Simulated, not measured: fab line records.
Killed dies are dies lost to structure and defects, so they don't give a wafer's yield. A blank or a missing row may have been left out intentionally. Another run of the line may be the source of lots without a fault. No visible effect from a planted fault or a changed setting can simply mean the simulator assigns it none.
Lot-split experiment    flow berkeley cmos170    23 wafers read from 5 lots, route of 331 steps

## SPLIT DETAILS
At UCB170_SILICIDE_SPUTTER_01 (material Ti, target thk 30 nm, time 25 s), the setting power w was moved away from the recipe's 1500 W on 9 of the 23 wafers read, by -8.7% to +8.8%. For the rest of the wafers, this setting stayed at what the recipe calls for.

## FROM SPLIT TO READING: 1 step shown by the file between the two
- UCB170_SILICIDE_RS_MEAS_02: measures by four-point-probe

## THE READING
SILICIDE_TI_THK, in nm, at UCB170_SILICIDE_THK_MEAS_03 (measures by xrf). A value of 29.6 nm with a standard deviation of 0.34 nm is what fault-free wafers of this fab line usually give.

wafer   tool, chamber at the split  power w as run, W  against the recipe  SILICIDE_TI_THK, nm  against lot-mates on the recipe
L074.1  pvd sputter-01, -           1500               recipe              29.3                 -
L074.3  pvd sputter-01, -           1557               +3.8%               30.4                 +1.3
L074.4  pvd sputter-01, -           1500               recipe              29.0                 -
L074.5  pvd sputter-01, -           1500               recipe              29.0                 -
L074.6  pvd sputter-01, -           1557               +3.8%               30.6                 +1.5
L080.1  pvd sputter-01, -           1369               -8.7%               27.3                 -2.5
L080.2  pvd sputter-01, -           1500               recipe              29.8                 -
L080.3  pvd sputter-01, -           1500               recipe              29.9                 -
L080.4  pvd sputter-01, -           1500               recipe              29.8                 -
L080.5  pvd sputter-01, -           1369               -8.7%               27.1                 -2.7
L082.2  pvd sputter-03, -           1500               recipe              29.9                 -
L082.4  pvd sputter-03, -           1500               recipe              30.1                 -
L082.6  pvd sputter-03, -           1500               recipe              30.4                 -
L081.1  pvd sputter-02, -           1632               +8.8%               31.8                 +2.2
L081.2  pvd sputter-02, -           1632               +8.8%               32.0                 +2.4
L081.4  pvd sputter-02, -           1632               +8.8%               32.1                 +2.5
L081.5  pvd sputter-02, -           1500               recipe              29.4                 -
L081.6  pvd sputter-02, -           1500               recipe              29.8                 -
L083.1  pvd sputter-03, -           1500               recipe              29.5                 -
L083.3  pvd sputter-03, -           1500               recipe              29.3                 -
L083.4  pvd sputter-03, -           1591               +6.1%               31.2                 +1.8
L083.5  pvd sputter-03, -           1591               +6.1%               30.9                 +1.5
L083.6  pvd sputter-03, -           1500               recipe              29.4                 -

THE FIT
A straight line over all 23 wafers: SILICIDE_TI_THK changes by +0.265 nm for each +1% of power w; r = +0.96; the points scatter about the line by 0.34 nm.
The same after taking each lot's own level away (the mean of its wafers on the recipe; 23 wafers): +0.286 nm for each +1%; r = +0.99; scatter 0.19 nm.
On that fit, the largest move of power w shifts the reading by 2.5 nm.
Across the lots, their own levels run from 29.10 to 30.13 nm, a range of 3.0 times the standard deviation given above.
Hence the lot-to-lot level has little effect on the slope; both slopes agree.
Check: for one of the wafers moved furthest among these (+8.8%), held out of the fit, the line's prediction against its lot-mates is +2.57 nm. Against them it came out at +2.2 nm.

## FURTHER SPLITS ON THESE WAFERS
Other splits were also applied to these wafers ahead of the reading. Each is held against what the fit with the lots' levels taken away leaves over:
other split on the same wafers  wafers away from the commonest value  r with SILICIDE_TI_THK (lot level and that fit taken away)
UCB170_SDANNEAL_RTA_01 time s   8                                     +0.00

## THE WHOLE CHAIN: every reading that the file lists as answering this split, in the file's order
step                         what it does                              reading                                                                            change (the file's fit)                r (the file's)
UCB170_SILICIDE_SPUTTER_01   material Ti, target thk 30 nm, time 25 s  Ti_of_SILICIDE_SPUTTER_01.thk nm (the simulator's own value, which no gauge read)  +0.291 nm for each +1% of the setting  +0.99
UCB170_SILICIDE_RS_MEAS_02   measures by four-point-probe              SILICIDE_TI_RS                                                                     -0.294 for each +1% of the setting     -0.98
UCB170_SILICIDE_THK_MEAS_03  measures by xrf                           SILICIDE_TI_THK                                                                    +0.287 for each +1% of the setting     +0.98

## THE FILE'S OWN FIT
SILICIDE_TI_THK changes by +0.287 nm for each +1% of power w, r = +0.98.
